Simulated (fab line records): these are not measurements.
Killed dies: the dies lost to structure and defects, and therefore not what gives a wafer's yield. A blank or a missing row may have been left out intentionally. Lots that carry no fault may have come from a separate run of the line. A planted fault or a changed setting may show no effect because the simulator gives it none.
Split-lot trial + flow ritCmos + on a route of 202 steps: 5 lots, 23 wafers read

## THE SPLIT
At RIT_NWELL_IMPLANT_08, the setting energyKev was moved away from the recipe's 170 on 5 of the 23 wafers read, by -4.8% to -2.8%. The other wafers ran this setting at the recipe's value.

The reading is taken at the split's own step.

## THE READING
In nm, at RIT_NWELL_IMPLANT_08: implant.drpNm, which is the simulator's own figure and was read by no gauge. The file does not state a usual value for it.

| wafer  | tool, chamber at the split | energyKev as run | against the recipe | implant.drpNm, nm | against lot-mates on the recipe |
|--------|----------------------------|------------------|--------------------|-------------------|---------------------------------|
| L075.2 | implanter-03, 0            | 161.8            | -4.8%              | 66.37             | -2.45                           |
| L075.4 | implanter-03, 0            | 161.8            | -4.8%              | 66.37             | -2.45                           |
| L075.5 | implanter-03, 0            | 161.8            | -4.8%              | 66.37             | -2.45                           |
| L075.3 | implanter-03, 0            | 170              | recipe             | 68.82             | -                               |
| L075.6 | implanter-03, 0            | 170              | recipe             | 68.82             | -                               |
| L077.1 | implanter-03, 0            | 170              | recipe             | 68.82             | -                               |
| L077.3 | implanter-03, 0            | 170              | recipe             | 68.82             | -                               |
| L077.4 | implanter-03, 0            | 170              | recipe             | 68.82             | -                               |
| L077.2 | implanter-03, 0            | 165.3            | -2.8%              | 67.42             | -1.40                           |
| L077.6 | implanter-03, 0            | 165.3            | -2.8%              | 67.42             | -1.40                           |
| L079.1 | implanter-02, 0            | 170              | recipe             | 68.82             | -                               |
| L079.3 | implanter-02, 0            | 170              | recipe             | 68.82             | -                               |
| L079.5 | implanter-02, 0            | 170              | recipe             | 68.82             | -                               |
| L080.1 | implanter-03, 0            | 170              | recipe             | 68.82             | -                               |
| L080.3 | implanter-03, 0            | 170              | recipe             | 68.82             | -                               |
| L080.4 | implanter-03, 0            | 170              | recipe             | 68.82             | -                               |
| L080.5 | implanter-03, 0            | 170              | recipe             | 68.82             | -                               |
| L080.6 | implanter-03, 0            | 170              | recipe             | 68.82             | -                               |
| L082.2 | implanter-02, 0            | 170              | recipe             | 68.82             | -                               |
| L082.3 | implanter-02, 0            | 170              | recipe             | 68.82             | -                               |
| L082.4 | implanter-02, 0            | 170              | recipe             | 68.82             | -                               |
| L082.5 | implanter-02, 0            | 170              | recipe             | 68.82             | -                               |
| L082.6 | implanter-02, 0            | 170              | recipe             | 68.82             | -                               |

THE FIT
A straight line over all 23 wafers: implant.drpNm changes by +0.508 nm for each +1% of energyKev; r = +1.00; the points scatter about the line by 0.0012 nm.
The same after taking each lot's own level away (the mean of its wafers on the recipe; 23 wafers): +0.508 nm for each +1%; r = +1.00; scatter 0.0012 nm.
On that fit, the largest move of energyKev shifts the reading by 2.4 nm.
The lots' own levels span 68.820 to 68.820 nm.
The two slopes are in agreement: the lot-to-lot level therefore moves the slope only a little.
Check: for one of the wafers moved furthest among these (-4.8%), held out of the fit, the line's prediction against its lot-mates is -2.45 nm. Against them it came out at -2.45 nm.

## FURTHER SPLITS ON THESE WAFERS
Other splits were also applied to these wafers ahead of the reading. Each is held against what the fit with the lots' levels taken away leaves over:
| other split on the same wafers     | wafers away from the commonest value | r with implant.drpNm (lot level and that fit taken away) |
|------------------------------------|--------------------------------------|----------------------------------------------------------|
| RIT_ACTIVE_CVD_03 sih2cl2FlowSccm  | 18                                   | +0.30                                                    |
| RIT_ACTIVE_DEVELOP_10 developTimeS | 10                                   | +0.10                                                    |
| RIT_ACTIVE_ETCH_13 rfW             | 5                                    | -0.07                                                    |
| RIT_FOX1_OXIDATION_00 tempC        | 15                                   | +0.00                                                    |

## THE WHOLE CHAIN: every reading that the file lists as answering this split, in the file's order
| step                 | what it does | reading                                                        | change (the file's fit)               | r (the file's) |
|----------------------|--------------|----------------------------------------------------------------|---------------------------------------|----------------|
| RIT_NWELL_IMPLANT_08 |              | implant.rpNm (the simulator's own value, which no gauge read)  | +2.23 nm for each +1% of the setting  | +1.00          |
| RIT_NWELL_IMPLANT_08 |              | implant.drpNm (the simulator's own value, which no gauge read) | +0.509 nm for each +1% of the setting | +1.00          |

## FILE'S OWN FIT
implant.drpNm changes by +0.509 nm for each +1% of energyKev, r = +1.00.
